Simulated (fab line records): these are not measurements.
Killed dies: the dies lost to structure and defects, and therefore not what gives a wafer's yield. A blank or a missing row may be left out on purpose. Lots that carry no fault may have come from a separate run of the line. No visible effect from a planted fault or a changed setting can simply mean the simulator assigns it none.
A sampling plan put to the test / flow berkeley_cmos170 / each of the 33 faults these records tell of, on one fab line, judged from the records of the lots it struck
What counts as the plan is the set of the line's own looks, namely the steps on the route at which a gauge or an inspection reads a wafer and does not change it. Where struck wafers have a number at a look and the file lists that look's usual mean and standard deviation on fault-free wafers, the look can be judged. Caught: the struck wafers' mean, at a look after the fault's first step, is 4 or more of those standard deviations (sigma) away from the usual mean. On the tool: the test repeated on the tool's own readings taken at the fault's steps. Caught also covers a different recipe on the struck wafers, or a record left blank for those wafers only.

## THE FAULTS, as the simulator had put them in
1. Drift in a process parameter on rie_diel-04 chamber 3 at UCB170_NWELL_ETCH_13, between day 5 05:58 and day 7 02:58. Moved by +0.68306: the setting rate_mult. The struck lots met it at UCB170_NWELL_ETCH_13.
2. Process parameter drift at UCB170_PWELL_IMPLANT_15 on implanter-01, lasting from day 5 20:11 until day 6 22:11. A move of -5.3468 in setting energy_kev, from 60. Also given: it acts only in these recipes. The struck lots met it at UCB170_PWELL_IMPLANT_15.
3. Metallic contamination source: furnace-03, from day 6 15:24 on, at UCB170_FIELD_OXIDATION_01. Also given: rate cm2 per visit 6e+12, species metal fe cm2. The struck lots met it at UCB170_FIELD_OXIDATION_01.
4. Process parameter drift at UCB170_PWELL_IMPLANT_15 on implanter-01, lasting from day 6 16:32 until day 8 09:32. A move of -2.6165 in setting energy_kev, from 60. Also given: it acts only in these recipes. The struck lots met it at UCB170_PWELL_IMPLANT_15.
5. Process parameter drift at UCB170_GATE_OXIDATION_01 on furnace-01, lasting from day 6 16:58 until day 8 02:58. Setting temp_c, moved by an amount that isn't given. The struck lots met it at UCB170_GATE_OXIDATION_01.
6. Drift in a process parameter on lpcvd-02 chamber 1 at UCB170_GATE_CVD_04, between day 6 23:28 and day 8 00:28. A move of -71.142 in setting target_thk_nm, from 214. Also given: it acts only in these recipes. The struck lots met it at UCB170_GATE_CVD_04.
7. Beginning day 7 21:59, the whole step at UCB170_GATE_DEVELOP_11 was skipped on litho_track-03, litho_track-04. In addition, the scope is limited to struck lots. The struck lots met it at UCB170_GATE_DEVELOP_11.
8. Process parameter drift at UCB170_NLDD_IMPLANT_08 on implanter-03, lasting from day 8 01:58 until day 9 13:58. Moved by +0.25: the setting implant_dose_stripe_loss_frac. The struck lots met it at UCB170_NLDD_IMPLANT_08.
9. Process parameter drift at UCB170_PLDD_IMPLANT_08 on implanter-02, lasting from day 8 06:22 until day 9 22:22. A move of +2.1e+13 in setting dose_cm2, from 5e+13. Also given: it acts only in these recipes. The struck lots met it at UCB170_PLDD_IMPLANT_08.
10. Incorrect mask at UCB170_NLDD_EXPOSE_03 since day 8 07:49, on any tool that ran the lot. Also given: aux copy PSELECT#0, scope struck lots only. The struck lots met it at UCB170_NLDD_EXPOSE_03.
11. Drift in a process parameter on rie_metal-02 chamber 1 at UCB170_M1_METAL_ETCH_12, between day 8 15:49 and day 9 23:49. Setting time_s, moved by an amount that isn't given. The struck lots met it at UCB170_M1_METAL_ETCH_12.
12. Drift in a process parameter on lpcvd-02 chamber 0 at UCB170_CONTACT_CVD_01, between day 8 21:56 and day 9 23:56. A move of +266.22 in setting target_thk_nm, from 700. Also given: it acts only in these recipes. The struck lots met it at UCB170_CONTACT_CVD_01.
13. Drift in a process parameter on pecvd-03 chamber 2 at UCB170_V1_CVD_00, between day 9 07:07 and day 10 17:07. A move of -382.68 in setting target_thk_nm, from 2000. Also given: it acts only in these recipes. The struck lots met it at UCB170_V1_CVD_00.
14. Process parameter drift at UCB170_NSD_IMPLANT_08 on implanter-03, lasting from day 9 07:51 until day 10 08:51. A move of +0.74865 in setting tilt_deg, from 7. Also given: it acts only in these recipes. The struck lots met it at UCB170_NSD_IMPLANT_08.
15. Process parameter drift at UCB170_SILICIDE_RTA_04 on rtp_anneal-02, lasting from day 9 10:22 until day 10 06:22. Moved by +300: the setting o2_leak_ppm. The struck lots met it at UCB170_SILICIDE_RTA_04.
16. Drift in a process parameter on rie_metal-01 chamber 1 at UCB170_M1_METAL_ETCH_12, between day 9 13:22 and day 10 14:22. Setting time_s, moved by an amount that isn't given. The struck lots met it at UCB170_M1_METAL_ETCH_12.
17. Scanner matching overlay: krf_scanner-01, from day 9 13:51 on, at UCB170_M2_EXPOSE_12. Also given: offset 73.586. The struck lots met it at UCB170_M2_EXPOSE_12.
18. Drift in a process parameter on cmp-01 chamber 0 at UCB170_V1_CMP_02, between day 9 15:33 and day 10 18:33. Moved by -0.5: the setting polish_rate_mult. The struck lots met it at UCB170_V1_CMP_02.
19. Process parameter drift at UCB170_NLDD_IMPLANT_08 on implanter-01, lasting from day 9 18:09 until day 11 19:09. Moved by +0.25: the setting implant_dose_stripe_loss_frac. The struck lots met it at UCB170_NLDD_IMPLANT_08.
20. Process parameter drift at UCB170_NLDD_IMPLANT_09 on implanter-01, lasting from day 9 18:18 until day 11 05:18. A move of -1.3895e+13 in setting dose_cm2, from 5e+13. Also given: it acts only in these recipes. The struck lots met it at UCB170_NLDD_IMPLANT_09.
21. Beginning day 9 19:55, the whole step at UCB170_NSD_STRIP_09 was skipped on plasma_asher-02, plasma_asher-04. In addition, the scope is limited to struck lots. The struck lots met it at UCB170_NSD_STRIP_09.
22. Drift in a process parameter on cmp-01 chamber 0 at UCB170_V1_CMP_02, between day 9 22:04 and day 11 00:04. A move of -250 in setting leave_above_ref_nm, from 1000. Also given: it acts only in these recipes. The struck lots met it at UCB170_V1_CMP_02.
23. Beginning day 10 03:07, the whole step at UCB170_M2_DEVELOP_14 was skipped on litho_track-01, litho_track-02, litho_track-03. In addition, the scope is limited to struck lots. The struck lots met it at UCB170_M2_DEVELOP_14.
24. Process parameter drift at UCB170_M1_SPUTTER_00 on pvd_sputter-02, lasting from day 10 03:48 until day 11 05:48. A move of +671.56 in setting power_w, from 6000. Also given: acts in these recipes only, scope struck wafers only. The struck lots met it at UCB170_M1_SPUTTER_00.
25. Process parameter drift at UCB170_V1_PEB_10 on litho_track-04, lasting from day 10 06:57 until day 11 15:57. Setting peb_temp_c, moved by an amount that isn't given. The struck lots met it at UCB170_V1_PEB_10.
26. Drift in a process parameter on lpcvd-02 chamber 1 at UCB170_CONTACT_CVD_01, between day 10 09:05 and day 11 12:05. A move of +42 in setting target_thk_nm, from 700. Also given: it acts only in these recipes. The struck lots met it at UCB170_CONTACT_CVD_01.
27. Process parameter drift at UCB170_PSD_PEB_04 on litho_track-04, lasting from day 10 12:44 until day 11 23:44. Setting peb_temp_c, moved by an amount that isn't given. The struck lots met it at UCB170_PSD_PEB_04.
28. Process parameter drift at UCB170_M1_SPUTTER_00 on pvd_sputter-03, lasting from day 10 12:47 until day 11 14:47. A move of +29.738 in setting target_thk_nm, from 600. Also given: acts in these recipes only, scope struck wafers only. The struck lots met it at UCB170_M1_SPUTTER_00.
29. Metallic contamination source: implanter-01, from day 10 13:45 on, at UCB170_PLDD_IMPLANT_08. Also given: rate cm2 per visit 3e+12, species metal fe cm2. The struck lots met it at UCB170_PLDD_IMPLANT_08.
30. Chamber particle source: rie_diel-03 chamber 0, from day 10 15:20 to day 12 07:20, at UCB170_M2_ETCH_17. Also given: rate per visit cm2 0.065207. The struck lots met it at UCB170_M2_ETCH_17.
31. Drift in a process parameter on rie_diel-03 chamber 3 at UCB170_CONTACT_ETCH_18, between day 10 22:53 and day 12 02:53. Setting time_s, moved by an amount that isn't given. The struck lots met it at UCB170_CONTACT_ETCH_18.
32. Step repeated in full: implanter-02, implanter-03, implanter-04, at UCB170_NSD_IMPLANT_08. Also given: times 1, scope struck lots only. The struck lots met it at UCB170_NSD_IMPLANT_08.
33. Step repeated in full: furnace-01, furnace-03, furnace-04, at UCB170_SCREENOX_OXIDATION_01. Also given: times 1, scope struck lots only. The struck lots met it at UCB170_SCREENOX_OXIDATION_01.

## WHAT THE PLAN SAW
fault=1; on the tool itself=under 2 sigma; first look that catches it=none of the 2 looks that can be judged after it; reading, sigma=-; median hours from its first step to that look=-; hours from the fault's start to the first struck lot there=-; judged looks passed uncaught=2
fault=2; on the tool itself=beam_energy_keV -99 or beyond sigma; first look that catches it=no look after it can be judged; reading, sigma=-; median hours from its first step to that look=-; hours from the fault's start to the first struck lot there=-; judged looks passed uncaught=0
fault=3; on the tool itself=under 2 sigma; first look that catches it=none of the 6 looks that can be judged after it; reading, sigma=-; median hours from its first step to that look=-; hours from the fault's start to the first struck lot there=-; judged looks passed uncaught=6
fault=4; on the tool itself=beam_energy_keV -99 or beyond sigma; first look that catches it=no look after it can be judged; reading, sigma=-; median hours from its first step to that look=-; hours from the fault's start to the first struck lot there=-; judged looks passed uncaught=0
fault=5; on the tool itself=tube_center_temp_C -99 or beyond sigma; first look that catches it=UCB170_GATE_THK_MEAS_02; reading, sigma=GATE_OXIDE_THK -7.2; median hours from its first step to that look=1.5; hours from the fault's start to the first struck lot there=6; judged looks passed uncaught=0
fault=6; on the tool itself=under 2 sigma; first look that catches it=UCB170_GATE_THK_MEAS_05; reading, sigma=GATE_POLY_THK -35; median hours from its first step to that look=1.4; hours from the fault's start to the first struck lot there=8; judged looks passed uncaught=0
fault=7; on the tool itself=no reading that can be judged; first look that catches it=no look after it can be judged; reading, sigma=-; median hours from its first step to that look=-; hours from the fault's start to the first struck lot there=-; judged looks passed uncaught=0
fault=8; on the tool itself=under 2 sigma; first look that catches it=UCB170_SDANNEAL_RS_MEAS_05; reading, sigma=NLDD_RS +23; median hours from its first step to that look=9.5; hours from the fault's start to the first struck lot there=10; judged looks passed uncaught=1
fault=9; on the tool itself=dose_ions_cm2 +99 or beyond sigma; first look that catches it=UCB170_PLDD_TW_MEAS_11; reading, sigma=PLDD_TW +7.7; median hours from its first step to that look=0.4; hours from the fault's start to the first struck lot there=7; judged looks passed uncaught=0
fault=10; on the tool itself=under 2 sigma; first look that catches it=UCB170_NLDD_TW_MEAS_11; reading, sigma=NLDD_TW -99 or beyond; median hours from its first step to that look=0.9; hours from the fault's start to the first struck lot there=7; judged looks passed uncaught=0
fault=11; on the tool itself=run_length_s -9.9 sigma; first look that catches it=no look after it can be judged; reading, sigma=-; median hours from its first step to that look=-; hours from the fault's start to the first struck lot there=-; judged looks passed uncaught=0
fault=12; on the tool itself=no reading that can be judged; first look that catches it=UCB170_CONTACT_THK_MEAS_02; reading, sigma=CONTACT_PSG_THK +32; median hours from its first step to that look=1.8; hours from the fault's start to the first struck lot there=11; judged looks passed uncaught=0
fault=13; on the tool itself=under 2 sigma; first look that catches it=UCB170_V1_THK_MEAS_01; reading, sigma=V1_TEOS_THK -17; median hours from its first step to that look=0.2; hours from the fault's start to the first struck lot there=10; judged looks passed uncaught=0
fault=14; on the tool itself=tilt_deg +39 sigma; first look that catches it=no look after it can be judged; reading, sigma=-; median hours from its first step to that look=-; hours from the fault's start to the first struck lot there=-; judged looks passed uncaught=0
fault=15; on the tool itself=chamber_o2_ppm +99 or beyond sigma; first look that catches it=no look after it can be judged; reading, sigma=-; median hours from its first step to that look=-; hours from the fault's start to the first struck lot there=-; judged looks passed uncaught=0
fault=16; on the tool itself=run_length_s +49 sigma; first look that catches it=not the one look that can be judged after it; reading, sigma=-; median hours from its first step to that look=-; hours from the fault's start to the first struck lot there=-; judged looks passed uncaught=1
fault=17; on the tool itself=no reading that can be judged; first look that catches it=UCB170_M2_OVL_MEAS_16; reading, sigma=M2_OVL +9.0; median hours from its first step to that look=0.7; hours from the fault's start to the first struck lot there=9; judged looks passed uncaught=0
fault=18; on the tool itself=under 2 sigma; first look that catches it=UCB170_V1_THK_MEAS_04; reading, sigma=V1_POLISHED_THK +99 or beyond; median hours from its first step to that look=2.6; hours from the fault's start to the first struck lot there=14; judged looks passed uncaught=1
fault=19; on the tool itself=under 2 sigma; first look that catches it=UCB170_SDANNEAL_RS_MEAS_05; reading, sigma=NLDD_RS +19; median hours from its first step to that look=10.1; hours from the fault's start to the first struck lot there=11; judged looks passed uncaught=0
fault=20; on the tool itself=dose_ions_cm2 -99 or beyond sigma; first look that catches it=UCB170_NLDD_TW_MEAS_11; reading, sigma=NLDD_TW -4.6; median hours from its first step to that look=0.2; hours from the fault's start to the first struck lot there=1; judged looks passed uncaught=0
fault=21; on the tool itself=the tool's record is blank for the struck wafers; first look that catches it=no look after it can be judged; reading, sigma=-; median hours from its first step to that look=-; hours from the fault's start to the first struck lot there=-; judged looks passed uncaught=0
fault=22; on the tool itself=under 2 sigma; first look that catches it=UCB170_V1_THK_MEAS_04; reading, sigma=V1_POLISHED_THK -99 or beyond; median hours from its first step to that look=0.3; hours from the fault's start to the first struck lot there=6; judged looks passed uncaught=0
fault=23; on the tool itself=no reading that can be judged; first look that catches it=no look after it can be judged; reading, sigma=-; median hours from its first step to that look=-; hours from the fault's start to the first struck lot there=-; judged looks passed uncaught=0
fault=24; on the tool itself=cathode_dc_power_W +99 or beyond sigma; first look that catches it=UCB170_M1_RS_MEAS_01; reading, sigma=M1_AL_RS -8.8; median hours from its first step to that look=0.1; hours from the fault's start to the first struck lot there=7; judged looks passed uncaught=0
fault=25; on the tool itself=heater_power_total_W -79 sigma; first look that catches it=UCB170_V1_CD_MEAS_12; reading, sigma=cd_nm -33; median hours from its first step to that look=0.3; hours from the fault's start to the first struck lot there=12; judged looks passed uncaught=0
fault=26; on the tool itself=under 2 sigma; first look that catches it=UCB170_CONTACT_THK_MEAS_02; reading, sigma=CONTACT_PSG_THK +5.3; median hours from its first step to that look=1.8; hours from the fault's start to the first struck lot there=1; judged looks passed uncaught=0
fault=27; on the tool itself=heater_power_total_W -38 sigma; first look that catches it=UCB170_PSD_CD_MEAS_06; reading, sigma=cd_nm -14; median hours from its first step to that look=0.3; hours from the fault's start to the first struck lot there=8; judged looks passed uncaught=0
fault=28; on the tool itself=under 2 sigma; first look that catches it=UCB170_M1_RS_MEAS_01; reading, sigma=M1_AL_RS -4.1; median hours from its first step to that look=0.1; hours from the fault's start to the first struck lot there=2; judged looks passed uncaught=0
fault=29; on the tool itself=no reading that can be judged; first look that catches it=none of the 7 looks that can be judged after it; reading, sigma=-; median hours from its first step to that look=-; hours from the fault's start to the first struck lot there=-; judged looks passed uncaught=7
fault=30; on the tool itself=under 2 sigma; first look that catches it=not the one look that can be judged after it; reading, sigma=-; median hours from its first step to that look=-; hours from the fault's start to the first struck lot there=-; judged looks passed uncaught=1
fault=31; on the tool itself=run_length_s +99 or beyond sigma; first look that catches it=not the one look that can be judged after it; reading, sigma=strongest: cd_nm at UCB170_CONTACT_CD_MEAS_90, +3.1; median hours from its first step to that look=-; hours from the fault's start to the first struck lot there=-; judged looks passed uncaught=1
fault=32; on the tool itself=no reading that can be judged; first look that catches it=UCB170_NSD_TW_MEAS_10; reading, sigma=NSD_TW +6.0; median hours from its first step to that look=0.6; hours from the fault's start to the first struck lot there=-; judged looks passed uncaught=0
fault=33; on the tool itself=under 2 sigma; first look that catches it=UCB170_SCREENOX_THK_MEAS_02; reading, sigma=SCREENOX_OXIDE_THK +28; median hours from its first step to that look=4.6; hours from the fault's start to the first struck lot there=-; judged looks passed uncaught=0
A dash: this means the fault isn't caught or the number doesn't appear in these records.

Caught at a look: 19 of 33. Caught on the tool: 14 of 33. By one or the other: 27 of 33.
Faults caught by the tool alone: 2, 4, 11, 14, 15, 16, 21, 31.
Caught at a look alone: faults 6, 8, 10, 12, 13, 17, 18, 19, 22, 26, 28, 32, 33.
Caught by neither: faults 1, 3, 7, 23, 29, 30.

## THINNER SAMPLING
Were the look that catches a fault to measure just every second or every third lot (counted by lot number), the first struck lot would, at worst, be measured this late:
fault=5; struck lots at that look, in order of time=L943, L944; every lot=6 h; every second lot=6 h; every third lot=may miss all 2
fault=6; struck lots at that look, in order of time=L554; every lot=8 h; every second lot=may miss it; every third lot=may miss it
fault=8; struck lots at that look, in order of time=L972; every lot=10 h; every second lot=may miss it; every third lot=may miss it
fault=9; struck lots at that look, in order of time=L199, L201; every lot=7 h; every second lot=may miss all 2; every third lot=may miss all 2
fault=10; struck lots at that look, in order of time=L248; every lot=7 h; every second lot=may miss it; every third lot=may miss it
fault=12; struck lots at that look, in order of time=L400; every lot=11 h; every second lot=may miss it; every third lot=may miss it
fault=13; struck lots at that look, in order of time=L691; every lot=10 h; every second lot=may miss it; every third lot=may miss it
fault=17; struck lots at that look, in order of time=L307, L314; every lot=9 h; every second lot=33 h; every third lot=may miss all 2
fault=18; struck lots at that look, in order of time=L561; every lot=14 h; every second lot=may miss it; every third lot=may miss it
fault=19; struck lots at that look, in order of time=L235, L239; every lot=11 h; every second lot=may miss all 2; every third lot=may miss all 2
fault=20; struck lots at that look, in order of time=L563, L567, L571; every lot=1 h; every second lot=may miss all 3; every third lot=29 h
fault=22; struck lots at that look, in order of time=L122; every lot=6 h; every second lot=may miss it; every third lot=may miss it
fault=24; struck lots at that look, in order of time=L864; every lot=7 h; every second lot=may miss it; every third lot=may miss it
fault=25; struck lots at that look, in order of time=L793, L792; every lot=12 h; every second lot=12 h; every third lot=may miss all 2
fault=26; struck lots at that look, in order of time=L598, L599, L600; every lot=1 h; every second lot=3 h; every third lot=3 h
fault=27; struck lots at that look, in order of time=L259, L260; every lot=8 h; every second lot=8 h; every third lot=may miss all 2
fault=28; struck lots at that look, in order of time=L357, L359; every lot=2 h; every second lot=may miss all 2; every third lot=may miss all 2
Hours: fault start to first struck lot measured. 4 sigma limit: tested on the pooled struck wafers, so a lone lot may be under it. Other struck lots may not be in these records.

## THE LONGEST TIMED WAY FROM STEP TO LOOK
Fault 19: a median of 10.1 hours passes between UCB170_NLDD_IMPLANT_08 and UCB170_SDANNEAL_RS_MEAS_05. No look between them can be judged.
